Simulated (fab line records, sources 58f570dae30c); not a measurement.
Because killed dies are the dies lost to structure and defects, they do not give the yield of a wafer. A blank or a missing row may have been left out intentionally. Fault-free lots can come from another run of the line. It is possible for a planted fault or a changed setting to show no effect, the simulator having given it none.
A struck lot beside a sound one || flow berkeleyCmos170 || 27 out of 331 route steps
Sound: the wafers L677.2, L677.3, L677.5. Wafers struck: L668.1, L668.3, L668.4. The cause comes at the end.
For every step that has rows: the tool of each side, followed by ch and its chambers, followed by its first start. Under that, the readings that differ: sound wafers || struck wafers || difference of the means || sigmas: that difference in standard deviations of wafers without a fault.
alike: words and numbers the same on both sides, and readings whose means are apart by under 2 such deviations; not compared: readings that were withheld, readings missing a value for some wafer, numbers with overlapping values and no deviation given by the record, and bounds like >300 which may hide the same value.
Wherever a step has rows on one side only, a row that says differs or no value, or a row with sigmas, the two part there. Numbers that don't overlap but have no deviation are shown without sigmas and don't part them. A reading missing from all wafers of one side parts the sides only when that side holds two or more wafers.

first, 3 steps without rows for these wafers: UCB170_PVT_EXPOSE_03 (exposes mask NWELL, target cd 3000 nm); UCB170_PVT_PEB_04; UCB170_PVT_DEVELOP_05 (develop time 45 s).
UCB170_PVT_OVL_MEAS_06:
  sound on overlay-01, day 10 08:46; struck on overlay-02, day 8 03:40
  alike: PVT_OVL
next, for these wafers, 1 step has no rows: UCB170_PVT_IMPLANT_07.
UCB170_PVT_STRIP_08: strips in O2.
  sound on plasmaAsher-03 ch 1, day 10 08:57; struck on plasmaAsher-03 ch 0,1, day 8 03:51
  alike: drypumpMotorCurrentA, oesProductAu, stripTimeToEndpointS
  not compared: rfHoursCounterH
UCB170_PVT_TW_MEAS_09:
  sound on filmMetro-01, day 10 09:04; struck on filmMetro-01, day 8 03:57
  alike: PVT_TW
then, 1 step without rows for these wafers: UCB170_GATE_WET_ETCH_00 (etches SiO2 in dHF, time 200 s).
UCB170_FIELD_THK_MEAS_91:
  sound on filmMetro-01, day 10 09:11; struck on filmMetro-01, day 8 04:04
  alike: FIELD_OXIDE_LEFT_2_THK
then, 1 step without rows for these wafers: UCB170_GATE_OXIDATION_01 (target thk 6.6 nm, ox time 1800 s).
UCB170_GATE_THK_MEAS_02:
  sound on filmMetro-01, day 10 16:43; struck on filmMetro-04, day 8 11:30
  alike: GATE_OXIDE_THK
then, 1 step without rows for these wafers: UCB170_GATE_ANNEAL_03 (time 1800 s).
UCB170_GATE_CVD_04: deposits poly-Si from SiH4, time 1440 s, target thk 214 nm.
  sound on lpcvd-02 ch 0, day 10 23:58; struck on lpcvd-01 ch 1, day 8 18:19
  alike: spikeTcCentreC
UCB170_GATE_THK_MEAS_05:
  sound on filmMetro-01, day 11 01:23; struck on filmMetro-03, day 8 19:43
{"reading": "GATE_POLY_THK (nm)", "sound": "215.8 216.7 215.6", "struck": "423.6 422.2 424.0", "difference": "+207.2", "sigmas": "+86"}
then, 4 steps without rows for these wafers: UCB170_GATE_COAT_06; UCB170_GATE_COAT_07 (resist thk 900 nm); UCB170_GATE_SOFTBAKE_08 (time 60 s); UCB170_GATE_EXPOSE_09 (exposes mask POLY, target cd 350 nm).
UCB170_GATE_PEB_10:
  sound on lithoTrack-02 ch 0, day 11 02:01; struck on lithoTrack-04 ch 0, day 8 20:44
  alike: plateSensorTCentreC, plateSensorTEdgeC
then, 1 step without rows for these wafers: UCB170_GATE_DEVELOP_11 (develop time 45 s).
UCB170_GATE_CD_MEAS_12: the cd target is 350 nm.
  sound on cdSem-01, day 11 02:17; struck on cdSem-01, day 8 21:32
  alike: cdNm
UCB170_GATE_OVL_MEAS_13:
  sound on overlay-01, day 11 02:24; struck on overlay-01, day 8 21:40
  alike: GATE_OVL
UCB170_GATE_ETCH_14: etches BARC in N2/H2.
  sound on rieDiel-02 ch 0,1, day 11 02:26; struck on rieDiel-04 ch 0,2,3, day 8 21:41
  alike: biasW, drypumpMotorCurrentA, oesProductAu, throttleValvePct
UCB170_GATE_ETCH_15: etches poly-Si in HBr/Cl2, stops on SiO2, time 56.3 s, target depth 278.2 nm.
  sound on rieSi-01 ch 0,1,3, day 11 02:28; struck on rieSi-01 ch 0,1,3, day 8 21:44
{"reading": "oesProductAu (a.u.)", "sound": "0.830 0.842 0.848", "struck": "1.008 0.976 1.050", "difference": "+0.171", "sigmas": "+14"}
{"reading": "model.etch.depthNm (nm)", "sound": "215.9 216.6 215.9", "struck": "277.8 274.4 289.4", "difference": "+64.4", "sigmas": ""}
{"reading": "model.GATE.featureDepthNm (nm)", "sound": "215.9 216.6 216", "struck": "277.8 274.4 289.4", "difference": "+64.4", "sigmas": ""}
  alike: biasW, drypumpMotorCurrentA, throttleValvePct
  not compared: rfHoursCounterH
UCB170_GATE_STRIP_16: strips in O2.
  sound on plasmaAsher-04 ch 1, day 11 02:31; struck on plasmaAsher-02 ch 0,1, day 8 21:47
{"reading": "model.poly-Si_of_GATE_CVD_04.thkNm (nm)", "sound": "215.5 216.3 215.5", "struck": "423.2 421.7 423.8", "difference": "+207.1", "sigmas": ""}
  alike: drypumpMotorCurrentA, oesProductAu
  not compared: rfHoursCounterH
UCB170_GATE_CD_MEAS_90: the cd target is 350 nm.
  sound on cdSem-01, day 11 02:38; struck on cdSem-01, day 8 21:59
  alike: cdNm
UCB170_M3_PROBE_99:
  the record has rows for the struck wafers here (prober-01, day 10 13:00) and none for the sound ones

== WHERE THEY PART ==
Earliest at UCB170_GATE_THK_MEAS_05; latest, in this record, at UCB170_M3_PROBE_99.

WHY: whatever the simulator had introduced
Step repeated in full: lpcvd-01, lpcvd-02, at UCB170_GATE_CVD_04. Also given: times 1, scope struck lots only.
